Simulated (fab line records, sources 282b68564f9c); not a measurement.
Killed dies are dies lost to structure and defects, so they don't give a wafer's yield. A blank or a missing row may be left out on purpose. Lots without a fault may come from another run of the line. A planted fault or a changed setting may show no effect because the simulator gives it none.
fab line records | flow rit_cmos
record lots=6 wafers=18 last_day=7
route steps=202 shown PWELL@42 WELLDRIVE@50 NWELL@51 NRETRO@53 PRETRO@64 GATE@75 M1@202
lots that met no fault: from a run of the same line without faults
start_h: hours from the record's first day to the start of the lot's first wafer shown | wait_h: hours since the lot's step before | " the same as in the row above | L1.1+2: a row that stands for several wafers | - no value, or no start given | * or withheld: withheld | < > ~ a bound
route shown NAME@n: a module of which the file shows steps, and the number in the route of the first | usual: mean/standard deviation of fault-free wafers | same: alike in all rows | chamber/n: place in a boat | sites: the reading at each site | _std_site: their standard deviation | _edge_site: outer sites' mean less inner sites' | radius_mm: how far each site lies from the wafer's centre | mask NAME#n: copy n | behind: the tool/chamber that last shaped the wafer | hold: why the lot was held/for how many hours/how that ended | device: the transistor (n, p or np) that didn't switch | end of line: the same wafers' tests at the end of the route | a step without rows: its recipe alone | killed: dies lost to structure and defects at the first sort, not the wafer's yield | map: a wafer's dies, x killed, . not, _ none there
set.NAME: the setting as run; set.NAME@STEP: as run at that earlier step | model.NAME: the simulator's own value behind a step, which no gauge read
lots at some steps of the route; a table a step, a row a wafer
services: from which hour (start_h, from the record's first day; less than 0 if before it) a tool's chamber was out of use, for how many hours, and why
## steps
# step RIT_PWELL_EXPOSE_03
# recipe mask_id=M3 na=0.57 target_cd_nm=43700 dose_mj=250
# step RIT_PWELL_PEB_04
# recipe resist=NOVOLAK temp_c=withheld time_s=withheld
# step RIT_PWELL_DEVELOP_05
# recipe resist=NOVOLAK develop_time_s=68 dev_temp_c=23
# step RIT_PWELL_OVL_MEAS_06
# usual PWELL_OVL=-0.2/1.5
# columns lot.wafer tool chamber start_h wait_h PWELL_OVL[nm]
L114.1 overlay-01 - 40.86 - 2.3
L114.3 " - " " 1.1
L114.5 " - " " 0.7
L116.1 overlay-01 - 47.45 - 3.9
L116.3 " - " " 1.6
L116.6 " - " " 0.0
L121.1 overlay-01 - 79.09 - -0.8
L121.4 " - " " -0.2
L121.6 " - " " 1.8
L122.2 overlay-02 - 80.26 - -0.6
L122.4 " - " " -2.9
L122.6 " - " " -1.0
L123.3 overlay-02 - 82.80 - -1.2
L123.4 " - " " -1.4
L123.5 " - " " 0.5
L132.1 overlay-02 - 130.20 - -1.6
L132.3 " - " " -1.6
L132.4 " - " " -2.6
# step RIT_PWELL_HARDBAKE_07
# recipe resist=NOVOLAK temp_c=140 time_s=120
# step RIT_PWELL_IMPLANT_08
# recipe species=B energy_kev=170 dose_cm2=7.07e+13 tilt_deg=7
# step RIT_PWELL_STRIP_09
# recipe chemistry=O2 time_s=180 resist=NOVOLAK platen_temp_c=withheld power_w=500 pressure_mtorr=4000 o2_flow_sccm=4000
# usual chamber_pressure_mTorr=4000/3.6 drypump_motor_current_A=5.6/0.55
# columns lot.wafer tool chamber start_h wait_h chamber_pressure_mTorr drypump_motor_current_A rf_hours_counter_h
L114.1 plasma_asher-01 0 41.30 0.1 3998 5.1 39
L114.3 " 0 " " 4000 5.1 -
L114.5 " 0 " " 3998 5.1 -
L116.1 plasma_asher-02 1 47.88 0.1 4007 5.1 26
L116.3 " 1 " " 4002 5.1 -
L116.6 " 0 " " 3999 6.5 -
L121.1 plasma_asher-01 1 79.53 0.1 4006 5.2 43
L121.4 " 0 " " 4000 5.1 -
L121.6 " 0 " " 4004 5.1 -
L122.2 plasma_asher-02 1 80.69 0.1 4002 5.1 29
L122.4 " 1 " " 3998 5.1 -
L122.6 " 1 " " 3997 5.1 -
L123.3 plasma_asher-02 1 83.28 0.1 3998 5.1 -
L123.4 " 0 " " 3998 6.5 -
L123.5 " 1 " " 3992 5.1 -
L132.1 plasma_asher-02 1 130.64 0.1 4003 5.1 34
L132.3 " 1 " " 4000 5.1 -
L132.4 " 0 " " 4003 6.4 -
# step RIT_PWELL_TW_MEAS_10
# usual PWELL_TW=960/6
# columns lot.wafer tool chamber start_h wait_h PWELL_TW
L114.1 film_metro-04 - 41.47 0.1 954
L114.3 " - " " 954
L114.5 " - " " 955
L116.1 film_metro-03 - 48.06 0.1 958
L116.3 " - " " 959
L116.6 " - " " 956
L121.1 film_metro-03 - 79.70 0.1 951
L121.4 " - " " 951
L121.6 " - " " 947
L122.2 film_metro-02 - 80.88 0.1 956
L122.4 " - " " 961
L122.6 " - " " 964
L123.3 film_metro-02 - 83.42 0.1 966
L123.4 " - " " 966
L123.5 " - " " 966
L132.1 film_metro-03 - 130.81 0.1 949
L132.3 " - " " 948
L132.4 " - " " 947
# step RIT_WELLDRIVE_ANNEAL_00
# recipe temp_c=1100 time_s=14700 ambient=N2
# step RIT_WELLDRIVE_RS_MEAS_01
# recipe thk_meas_gauge=four-point-probe
# usual NWELL_RS=275.4/0.85
# columns lot.wafer tool chamber start_h wait_h NWELL_RS[ohm/sq]
L114.1 film_metro-02 - 46.62 0.0 275.8
L114.3 " - " " 275.6
L114.5 " - " " 276.0
L116.1 film_metro-02 - 53.20 0.0 275.9
L116.3 " - " " 275.5
L116.6 " - " " 276.2
L121.1 film_metro-02 - 84.84 0.0 277.3
L121.4 " - " " 276.2
L121.6 " - " " 276.8
L122.2 film_metro-03 - 88.40 0.0 275.7
L122.4 " - " " 276.0
L122.6 " - " " 276.1
L123.3 film_metro-04 - 89.93 0.0 275.8
L123.4 " - " " 275.8
L123.5 " - " " 275.9
L132.1 film_metro-02 - 138.18 0.0 275.0
L132.3 " - " " 274.3
L132.4 " - " " 274.9
# step RIT_WELLDRIVE_RS_MEAS_02
# recipe thk_meas_gauge=four-point-probe
# usual PWELL_RS=426.9/1.4
# columns lot.wafer tool chamber start_h wait_h PWELL_RS[ohm/sq]
L114.1 film_metro-02 - 46.74 0.1 428.6
L114.3 " - " " 428.3
L114.5 " - " " 428.1
L116.1 film_metro-02 - 53.32 0.1 426.8
L116.3 " - " " 425.1
L116.6 " - " " 425.9
L121.1 film_metro-02 - 84.96 0.1 427.6
L121.4 " - " " 428.4
L121.6 " - " " 428.4
L122.2 film_metro-03 - 88.52 0.1 428.7
L122.4 " - " " 427.4
L122.6 " - " " 427.1
L123.3 film_metro-04 - 90.05 0.1 425.9
L123.4 " - " " 427.2
L123.5 " - " " 424.9
L132.1 film_metro-02 - 138.30 0.1 427.8
L132.3 " - " " 429.0
L132.4 " - " " 427.9
# step RIT_NRETRO_HMDS_00
# recipe prime_time_s=60 prime_temp_c=140
# step RIT_NRETRO_COAT_01
# recipe resist=NOVOLAK spin_rpm=2000 resist_thk_nm=1300
# usual chill_plate_temp_C=23.03/0.11 dispense_pressure_kPa=47.7/2.8
# columns lot.wafer tool chamber start_h wait_h chill_plate_temp_C dispense_pressure_kPa
L114.1 litho_track-01 0 47.36 0.1 22.97 44.5
L114.3 " 0 " " 22.90 44.5
L114.5 " 0 " " 22.93 44.5
L116.1 litho_track-02 0 53.59 0.1 23.09 48.0
L116.3 " 0 " " 22.85 48.0
L116.6 " 0 " " 23.03 48.0
L121.1 litho_track-01 - 85.23 0.1 - -
L121.4 " - " " - -
L121.6 " - " " - -
L122.2 litho_track-02 - 88.79 0.1 - -
L122.4 " - " " - -
L122.6 " - " " - -
L123.3 litho_track-01 0 90.33 0.1 22.98 44.5
L123.4 " 0 " " 22.94 44.5
L123.5 " 0 " " 22.95 44.5
L132.1 litho_track-02 0 138.76 0.1 22.99 48.1
L132.3 " 0 " " 23.05 48.1
L132.4 " 0 " " 22.92 48.1
# step RIT_NRETRO_SOFTBAKE_02
# recipe resist=NOVOLAK temp_c=90 time_s=60
# step RIT_NRETRO_EXPOSE_03
# recipe mask_id=M4 na=0.57 target_cd_nm=43900 dose_mj=250
# step RIT_NRETRO_PEB_04
# recipe resist=NOVOLAK temp_c=withheld time_s=withheld
# step RIT_NRETRO_DEVELOP_05
# recipe resist=NOVOLAK develop_time_s=68 dev_temp_c=23
# step RIT_NRETRO_OVL_MEAS_06
# usual NRETRO_OVL=1.2/1.1
# columns lot.wafer tool chamber start_h wait_h NRETRO_OVL[nm]
L114.1 overlay-01 - 48.33 - 1.9
L114.3 " - " " 1.7
L114.5 " - " " 2.0
L116.1 overlay-02 - 54.52 - 1.1
L116.3 " - " " 0.8
L116.6 " - " " 2.6
L121.1 overlay-01 - 85.96 - -
L121.4 " - " " -
L121.6 " - " " -
L122.2 overlay-02 - 89.63 - -
L122.4 " - " " -
L122.6 " - " " -
L123.3 overlay-01 - 91.02 - 2.7
L123.4 " - " " 3.0
L123.5 " - " " 3.7
L132.1 overlay-01 - 139.64 - 2.8
L132.3 " - " " 0.8
L132.4 " - " " 3.0
# step RIT_NRETRO_HARDBAKE_07
# recipe resist=NOVOLAK temp_c=140 time_s=120
# step RIT_NRETRO_IMPLANT_08
# recipe species=P energy_kev=70 dose_cm2=1e+13 tilt_deg=6.84
# step RIT_NRETRO_STRIP_09
# recipe chemistry=O2 time_s=180 resist=NOVOLAK platen_temp_c=withheld power_w=500 pressure_mtorr=4000 o2_flow_sccm=4000
# usual chamber_pressure_mTorr=4000/3.6 drypump_motor_current_A=5.6/0.59
# columns lot.wafer tool chamber start_h wait_h chamber_pressure_mTorr drypump_motor_current_A rf_hours_counter_h
L114.1 plasma_asher-02 1 48.76 0.1 3999 5.1 26
L114.3 " 1 " " 4000 5.1 -
L114.5 " 0 " " 4009 6.5 -
L116.1 plasma_asher-01 0 55.01 0.1 4004 5.1 40
L116.3 " 0 " " 3992 5.1 -
L116.6 " 0 " " 3999 5.1 -
L121.1 plasma_asher-02 1 86.40 0.1 4001 5.1 30
L121.4 " 0 " " 3998 6.5 -
L121.6 " 1 " " 4002 5.1 -
L122.2 plasma_asher-02 1 90.06 0.1 4000 5.1 30
L122.4 " 0 " " 3995 6.5 -
L122.6 " 1 " " 3998 5.1 -
L123.3 plasma_asher-01 1 91.51 0.1 4004 5.2 -
L123.4 " 0 " " 4002 5.1 -
L123.5 " 1 " " 3998 5.2 -
L132.1 plasma_asher-01 0 140.08 0.1 3993 5.1 49
L132.3 " 1 " " 4003 5.2 -
L132.4 " 0 " " 3998 5.1 -
# step RIT_NRETRO_TW_MEAS_10
# usual NRETRO_TW=1049/9.4
# columns lot.wafer tool chamber start_h wait_h NRETRO_TW
L114.1 film_metro-03 - 48.94 0.1 1054
L114.3 " - " " 1054
L114.5 " - " " 1057
L116.1 film_metro-03 - 55.19 0.1 1048
L116.3 " - " " 1053
L116.6 " - " " 1050
L121.1 film_metro-03 - 86.57 0.1 1045
L121.4 " - " " 1047
L121.6 " - " " 1044
L122.2 film_metro-03 - 90.24 0.1 1051
L122.4 " - " " 1054
L122.6 " - " " 1050
L123.3 film_metro-03 - 91.64 0.1 1046
L123.4 " - " " 1044
L123.5 " - " " 1047
L132.1 film_metro-02 - 140.25 0.1 1066
L132.3 " - " " 1067
L132.4 " - " " 1069
# step RIT_PRETRO_HMDS_00
# recipe prime_time_s=60 prime_temp_c=140
# step RIT_PRETRO_COAT_01
# recipe resist=NOVOLAK spin_rpm=1987 resist_thk_nm=1300
# step RIT_PRETRO_SOFTBAKE_02
# recipe resist=NOVOLAK temp_c=90 time_s=60
# step RIT_PRETRO_EXPOSE_03
# recipe mask_id=M5 na=0.57 target_cd_nm=43700 dose_mj=250
# step RIT_PRETRO_PEB_04
# recipe resist=NOVOLAK temp_c=withheld time_s=withheld
# step RIT_PRETRO_DEVELOP_05
# recipe resist=NOVOLAK develop_time_s=68 dev_temp_c=23
# step RIT_PRETRO_OVL_MEAS_06
# usual PRETRO_OVL=0.5/1.5
# columns lot.wafer tool chamber start_h wait_h PRETRO_OVL[nm]
L114.1 overlay-01 - 50.00 - 2.7
L114.3 " - " " 0.8
L114.5 " - " " -0.2
L116.1 overlay-02 - 56.25 - 0.5
L116.3 " - " " 2.1
L116.6 " - " " -0.7
L121.1 overlay-02 - 87.64 - 1.9
L121.4 " - " " 0.3
L121.6 " - " " -0.5
L122.2 overlay-01 - 91.28 - 2.0
L122.4 " - " " 0.5
L122.6 " - " " 1.6
L123.3 overlay-01 - 92.70 - 2.9
L123.4 " - " " 2.1
L123.5 " - " " 2.5
L132.1 overlay-02 - 141.32 - 1.9
L132.3 " - " " 1.7
L132.4 " - " " 0.2
# step RIT_PRETRO_HARDBAKE_07
# recipe resist=NOVOLAK temp_c=140 time_s=120
# step RIT_PRETRO_IMPLANT_08
# recipe species=B energy_kev=45 dose_cm2=1.2e+13 tilt_deg=7
# step RIT_PRETRO_STRIP_09
# recipe chemistry=O2 time_s=180 resist=NOVOLAK platen_temp_c=withheld power_w=500 pressure_mtorr=4000 o2_flow_sccm=4000
# usual chamber_pressure_mTorr=4000/3.7 drypump_motor_current_A=5.7/0.47
# columns lot.wafer tool chamber start_h wait_h chamber_pressure_mTorr drypump_motor_current_A rf_hours_counter_h
L114.1 plasma_asher-04 1 50.44 0.1 3999 6.4 41
L114.3 " 0 " " 3995 5.8 -
L114.5 " 0 " " 3996 5.8 -
L116.1 plasma_asher-01 0 56.69 0.1 3994 5.1 40
L116.3 " 0 " " 3997 5.1 -
L116.6 " 1 " " 4005 5.2 -
L121.1 plasma_asher-03 0 88.08 0.1 4004 6.0 45
L121.4 " 0 " " 4004 6.1 -
L121.6 " 1 " " 4004 5.7 -
L122.2 plasma_asher-03 0 91.71 0.1 3997 6.1 45
L122.4 " 1 " " 3997 5.7 -
L122.6 " 1 " " 4001 5.7 -
L123.3 plasma_asher-01 0 93.18 0.1 4002 5.1 -
L123.4 " 1 " " 4001 5.2 -
L123.5 " 0 " " 3997 5.1 -
L132.1 plasma_asher-03 0 141.75 0.1 4010 6.1 51
L132.3 " 0 " " 4003 6.1 -
L132.4 " 1 " " 3998 5.7 -
# step RIT_PRETRO_TW_MEAS_10
# usual PRETRO_TW=477/3.8
# columns lot.wafer tool chamber start_h wait_h PRETRO_TW
L114.1 film_metro-02 - 50.61 0.1 480
L114.3 " - " " 480
L114.5 " - " " 479
L116.1 film_metro-02 - 56.86 0.1 479
L116.3 " - " " 478
L116.6 " - " " 481
L121.1 film_metro-04 - 88.25 0.1 1088
L121.4 " - " " 1092
L121.6 " - " " 1095
L122.2 film_metro-04 - 91.90 0.1 1097
L122.4 " - " " 1094
L122.6 " - " " 1097
L123.3 film_metro-01 - 93.32 0.1 468
L123.4 " - " " 470
L123.5 " - " " 469
L132.1 film_metro-01 - 141.93 0.1 475
L132.3 " - " " 475
L132.4 " - " " 477
# step RIT_GATE_WET_ETCH_00
# recipe chemistry=BOE target=SiO2 target_depth_nm=56 time_s=60 dry=n2_spin dilution=10:1 temp_c=21.5
# step RIT_M1_PROBE_99
# usual killed_at_M0_to_M3=0.0/0.23 killed_at_contacts=0.1/0.23 killed_at_front_end=7/3 killed_dies=7/3 killed_on_rim=2.0/1.2 killed_open=3.3/2.1 killed_short=3.7/1.9
# same gross_dies=264 killed_at_M4_up=0 killed_at_back_side=0 killed_at_other=0
# columns lot.wafer tool chamber start_h wait_h killed_at_M0_to_M3 killed_at_contacts killed_at_front_end killed_dies killed_on_rim killed_open killed_short
L121.1 prober-02 - 115.33 0.1 0 0 264 264 70 4 4
L121.4 prober-02 - 115.48 0.2 0 0 264 264 70 4 6
L121.6 prober-02 - 115.58 0.2 0 0 264 264 70 10 5
L122.2 prober-01 - 118.23 0.1 0 0 264 264 70 1 5
L122.4 prober-01 - 118.33 0.2 0 0 264 264 70 6 5
L122.6 prober-01 - 118.43 0.2 0 0 264 264 70 7 4
L123.3 prober-02 - 119.78 0.2 0 0 7 7 1 4 3
L123.4 prober-02 - 119.83 0.2 0 0 8 8 1 3 5
L123.5 prober-02 - 119.88 0.2 0 1 5 6 1 1 5
# killed by level:class
L121.1 NRETRO:area_expose=256 FOX1:geometric_particle:short=2 GATE:geometric_particle:open=2 SILICIDE:geometric_particle:open=2 SPACER:geometric_particle:short=1 SILICIDE:geometric_particle:short=1
L121.4 NRETRO:area_expose=254 REOX:geometric_particle:open=3 FOX1:geometric_particle:short=2 GATE:geometric_particle:short=2 SILICIDE:geometric_particle:short=2 SILICIDE:geometric_particle:open=1
L121.6 NRETRO:area_expose=249 SPACER:geometric_particle:open=3 FOX1:geometric_particle:short=2 FOX1:geometric_particle:open=2 GATE:geometric_particle:open=2 REOX:geometric_particle:open=2 SPACER:geometric_particle:short=2 FOX2:geometric_particle:open=1
L122.2 NRETRO:area_expose=258 GATE:geometric_particle:short=2 FOX2:geometric_particle:short=1 REOX:geometric_particle:short=1 SPACER:geometric_particle:short=1 SILICIDE:geometric_particle:open=1
L122.4 NRETRO:area_expose=253 GATE:geometric_particle:short=3 GATE:geometric_particle:open=3 SPACER:geometric_particle:short=2 SILICIDE:geometric_particle:open=2 SPACER:geometric_particle:open=1
L122.6 NRETRO:area_expose=253 SPACER:geometric_particle:open=4 FOX1:geometric_particle:open=1 FOX1:geometric_particle:short=1 GATE:geometric_particle:short=1 REOX:geometric_particle:open=1 SPACER:geometric_particle:short=1 SILICIDE:geometric_particle:open=1
L123.3 GATE:geometric_particle:short=2 REOX:geometric_particle:open=2 FOX1:geometric_particle:open=1 GATE:geometric_particle:open=1 SILICIDE:geometric_particle:short=1
L123.4 FOX1:geometric_particle:short=2 REOX:geometric_particle:short=2 SPACER:geometric_particle:open=2 REOX:geometric_particle:open=1 SPACER:geometric_particle:short=1
L123.5 SILICIDE:geometric_particle:short=3 FOX1:geometric_particle:short=1 REOX:geometric_particle:open=1 CONTACT:geometric_particle:short=1
# map L121.1 (x killed, . not)
________xxxxxxx_______
_____xxxxxxxxxxxxx____
____xxxxxxxxxxxxxxx___
___xxxxxxxxxxxxxxxxx__
__xxxxxxxxxxxxxxxxxxx_
__xxxxxxxxxxxxxxxxxxx_
_xxxxxxxxxxxxxxxxxxxxx
_xxxxxxxxxxxxxxxxxxxxx
_xxxxxxxxxxxxxxxxxxxxx
_xxxxxxxxxxxxxxxxxxxxx
__xxxxxxxxxxxxxxxxxxx_
__xxxxxxxxxxxxxxxxxxx_
___xxxxxxxxxxxxxxxxx__
____xxxxxxxxxxxxxxx___
_____xxxxxxxxxxxxx____
________xxxxxxx_______
# map L122.2 (x killed, . not)
________xxxxxxx_______
_____xxxxxxxxxxxxx____
____xxxxxxxxxxxxxxx___
___xxxxxxxxxxxxxxxxx__
__xxxxxxxxxxxxxxxxxxx_
__xxxxxxxxxxxxxxxxxxx_
_xxxxxxxxxxxxxxxxxxxxx
_xxxxxxxxxxxxxxxxxxxxx
_xxxxxxxxxxxxxxxxxxxxx
_xxxxxxxxxxxxxxxxxxxxx
__xxxxxxxxxxxxxxxxxxx_
__xxxxxxxxxxxxxxxxxxx_
___xxxxxxxxxxxxxxxxx__
____xxxxxxxxxxxxxxx___
_____xxxxxxxxxxxxx____
________xxxxxxx_______
## services
# columns tool chamber start_h hours kind
plasma_asher-01 - 74.82 4.1 repair
plasma_asher-04 - 108.75 9.0 pm
plasma_asher-04 0 108.75 9.0 vent_cycle
plasma_asher-04 1 108.75 9.0 vent_cycle
plasma_asher-02 - 114.45 7.6 repair
plasma_asher-04 0 117.75 - clean
plasma_asher-04 1 117.75 - clean
## key
first_sign step=RIT_NRETRO_COAT_01 reading=tool_record direction=missing
effect step=RIT_NRETRO_OVL_MEAS_06 reading=NRETRO_OVL direction=missing
effect step=RIT_PRETRO_TW_MEAS_10 reading=PRETRO_TW direction=up sigmas=99+ usual=477 struck=1094
effect step=RIT_M1_PROBE_99 reading=killed_at_front_end direction=up sigmas=85 usual=7 struck=264
more_kills_born_at RIT_NRETRO_EXPOSE_03@iline_stepper-01=764 RIT_NRETRO_EXPOSE_03@iline_stepper-02=759
met_at RIT_NRETRO_COAT_01
struck_wafers L121.1,L121.4,L121.6,L122.2,L122.4,L122.6
tester_left_out L121,L122
onset_between 53.59 85.23
fault kind=skipped_step_whole tool=litho_track-01,litho_track-02 chamber=- onset_h=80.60 steps=RIT_NRETRO_COAT_01 scope=struck_lots_only
# tester_left_out: of these lots the tester's yield and bins aren't shown, on N5 and GAA mostly nor the transistor test; their killed dies are dies lost to structure and defects alone, not to doping, threshold or leakage, so they don't give the yield
